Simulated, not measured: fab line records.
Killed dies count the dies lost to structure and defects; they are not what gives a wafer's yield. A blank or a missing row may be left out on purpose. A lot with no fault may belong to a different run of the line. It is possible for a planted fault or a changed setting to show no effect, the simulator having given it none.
Which tool did it?    flow ritCmos    13 lots, 39 wafers sampled, at 5 steps of a route of 202

## WHAT THE GAUGES SHOWED, per wafer
RIT_SDANNEAL_RS_MEAS_07: measures by four-point-probe. Usual: NLDD_RS typically reads 151.8 ohm/sq, with standard deviation 0.62.
lot   measured     on            NLDD_RS (ohm/sq)   flag
L460  day 3 08:45  filmMetro-04  153.7 152.4 153.0  
L461  day 3 14:10  filmMetro-02  151.0 152.3 151.4  
L462  day 3 18:32  filmMetro-02  152.2 152.5 152.8  
L468  day 4 23:50  filmMetro-02  152.1 152.3 152.8  
L469  day 5 04:46  filmMetro-04  152.3 152.4 152.0  
L471  day 5 13:56  filmMetro-04  150.7 150.4 150.6  
L473  day 5 21:17  filmMetro-01  150.7 150.5 150.5  
L474  day 6 00:38  filmMetro-04  151.7 152.2 152.1  
L477  day 6 21:14  filmMetro-04  151.7 152.0 152.0  
L479  day 7 04:29  filmMetro-02  151.7 151.4 151.9  
L480  day 7 11:53  filmMetro-04  152.1 151.8 152.3  
L482  day 7 23:53  filmMetro-02  152.1 152.2 151.9  
L483  day 8 02:14  filmMetro-01  150.8 151.2 150.9  

RIT_CONTACT_THK_MEAS_01. Usual: CONTACT_TEOS_THK typically reads 400 nm, with standard deviation 5.1.
lot   measured     on            CONTACT_TEOS_THK (nm)  flag
L460  day 3 09:26  filmMetro-01  397 400 406            
L461  day 3 14:50  filmMetro-03  394 399 405            
L462  day 3 19:13  filmMetro-02  397 404 404            
L468  day 5 00:31  filmMetro-01  396 399 403            
L469  day 5 05:28  filmMetro-03  399 401 407            
L471  day 5 14:39  filmMetro-02  392 400 399            
L473  day 5 21:58  filmMetro-01  396 400 402            
L474  day 6 01:22  filmMetro-02  398 404 405            
L477  day 6 21:58  filmMetro-03  394 399 410            
L479  day 7 05:14  filmMetro-01  398 398 407            
L480  day 7 12:40  filmMetro-02  409 407 416            
L482  day 8 00:39  filmMetro-02  389 398 406            
L483  day 8 02:55  filmMetro-03  398 410 403            

RIT_M1_CD_MEAS_09: the cd target is 2600 nm. Usual: cdNm at 2600.6 nm, with a standard deviation of 2.4.
lot   measured     on        cdNm (nm)             flag
L460  day 3 13:15  cdSem-01  2599.0 2598.9 2599.0  
L461  day 3 18:37  cdSem-01  2597.3 2597.2 2600.4  
L462  day 3 22:53  cdSem-01  2249.0 2249.7 2249.4  OFF
L468  day 5 04:18  cdSem-01  2605.3 2603.9 2603.5  
L469  day 5 09:16  cdSem-01  2601.1 2603.8 2599.0  
L471  day 5 18:23  cdSem-01  2595.2 2595.8 2599.4  
L473  day 6 01:52  cdSem-01  2602.2 2603.3 2600.9  
L474  day 6 05:13  cdSem-01  2601.5 2602.4 2603.8  
L477  day 7 01:32  cdSem-01  2599.1 2599.5 2597.5  
L479  day 7 08:55  cdSem-01  2601.1 2603.0 2599.8  
L480  day 7 16:20  cdSem-02  2601.5 2600.9 2601.4  
L482  day 8 04:43  cdSem-02  2604.4 2606.4 2603.5  
L483  day 8 06:43  cdSem-02  2596.9 2596.7 2599.8  

## WHICH TOOL RAN EACH LOT (tool, then ch and the chambers of the sampled wafers, then the start)
lot   RIT_CONTACT_CVD_00              RIT_M1_EXPOSE_06
L460  pecvd-03 ch 0,1, day 3 09:23    ilineStepper-02 ch 0, day 3 12:49
L461  pecvd-02 ch 0,2, day 3 14:46    ilineStepper-02 ch 0, day 3 18:11
L462  pecvd-01 ch 0,1, day 3 19:10    ilineStepper-02 ch 0, day 3 22:27
L468  pecvd-01 ch 0,1,2, day 5 00:26  ilineStepper-02 ch 0, day 5 03:52
L469  pecvd-03 ch 0,2, day 5 05:25    ilineStepper-02 ch 0, day 5 08:41
L471  pecvd-01 ch 0,1, day 5 14:34    ilineStepper-01 ch 0, day 5 17:57
L473  pecvd-02 ch 0,1, day 5 21:53    ilineStepper-02 ch 0, day 6 01:26
L474  pecvd-01 ch 0,1,2, day 6 01:17  ilineStepper-01 ch 0, day 6 04:47
L477  pecvd-01 ch 0,1, day 6 21:54    ilineStepper-01 ch 0, day 7 01:06
L479  pecvd-02 ch 0,1,2, day 7 05:10  ilineStepper-01 ch 0, day 7 08:29
L480  pecvd-01 ch 0,1, day 7 12:37    ilineStepper-02 ch 0, day 7 15:54
L482  pecvd-02 ch 0,1, day 8 00:35    ilineStepper-02 ch 0, day 8 04:17
L483  pecvd-01 ch 0,1,2, day 8 02:52  ilineStepper-01 ch 0, day 8 06:16
- RIT_CONTACT_CVD_00: deposits SiO2 from TEOS, target thk 400 nm, time 61 s.
- RIT_M1_EXPOSE_06: exposes mask M12, target cd 2600 nm.

## AS READ BY THE TOOLS THEMSELVES (means over the sampled wafers that have a number; for cases with no such wafer, the mark the record gives instead)
RIT_CONTACT_CVD_00. Usual: heaterPowerW at 315 W, with a standard deviation of 47.
lot   tool      heaterPowerW (W)  flag
L460  pecvd-03  298               
L461  pecvd-02  382               
L462  pecvd-01  312               
L468  pecvd-01  334               
L469  pecvd-03  299               
L471  pecvd-01  344               
L473  pecvd-02  292               
L474  pecvd-01  314               
L477  pecvd-01  323               
L479  pecvd-02  308               
L480  pecvd-01  311               
L482  pecvd-02  286               
L483  pecvd-01  333               

RIT_M1_EXPOSE_06. Usual: exposureDoseMJCm2 at 253.03, with a standard deviation of 0.26.
lot   tool             exposureDoseMJCm2  flag
L460  ilineStepper-02  252.99             
L461  ilineStepper-02  252.83             
L462  ilineStepper-02  252.90             
L468  ilineStepper-02  252.88             
L469  ilineStepper-02  253.41             
L471  ilineStepper-01  253.04             
L473  ilineStepper-02  253.25             
L474  ilineStepper-01  252.86             
L477  ilineStepper-01  253.22             
L479  ilineStepper-01  252.71             
L480  ilineStepper-02  252.98             
L482  ilineStepper-02  253.17             
L483  ilineStepper-01  253.09             

## THE ANSWER, worked out from the rows above alone
Rule: lot off if the mean of its wafers having a number is beyond 3 standard deviations from the usual mean. A lot without any number at a reading at which 4 lots or more have one is off too. All remaining lots with rows at the step are treated as sound. First the gauges in route order, then the tools' own readings, where a lot's mean is used as printed above. At the first step where some lot is off, the reading lying furthest off is the one used; lots without a number count as furthest.
Off at RIT_M1_CD_MEAS_09 (cdNm): L462.
If a tool, at a process step before that reading, ran all the lots that are off and no sound lot after the first of them, it fits. Those tools and the gauges at RIT_M1_CD_MEAS_09 are tried in the same way. Not one of the candidates tried fits.

## WHAT THE SIMULATOR HAD PUT IN
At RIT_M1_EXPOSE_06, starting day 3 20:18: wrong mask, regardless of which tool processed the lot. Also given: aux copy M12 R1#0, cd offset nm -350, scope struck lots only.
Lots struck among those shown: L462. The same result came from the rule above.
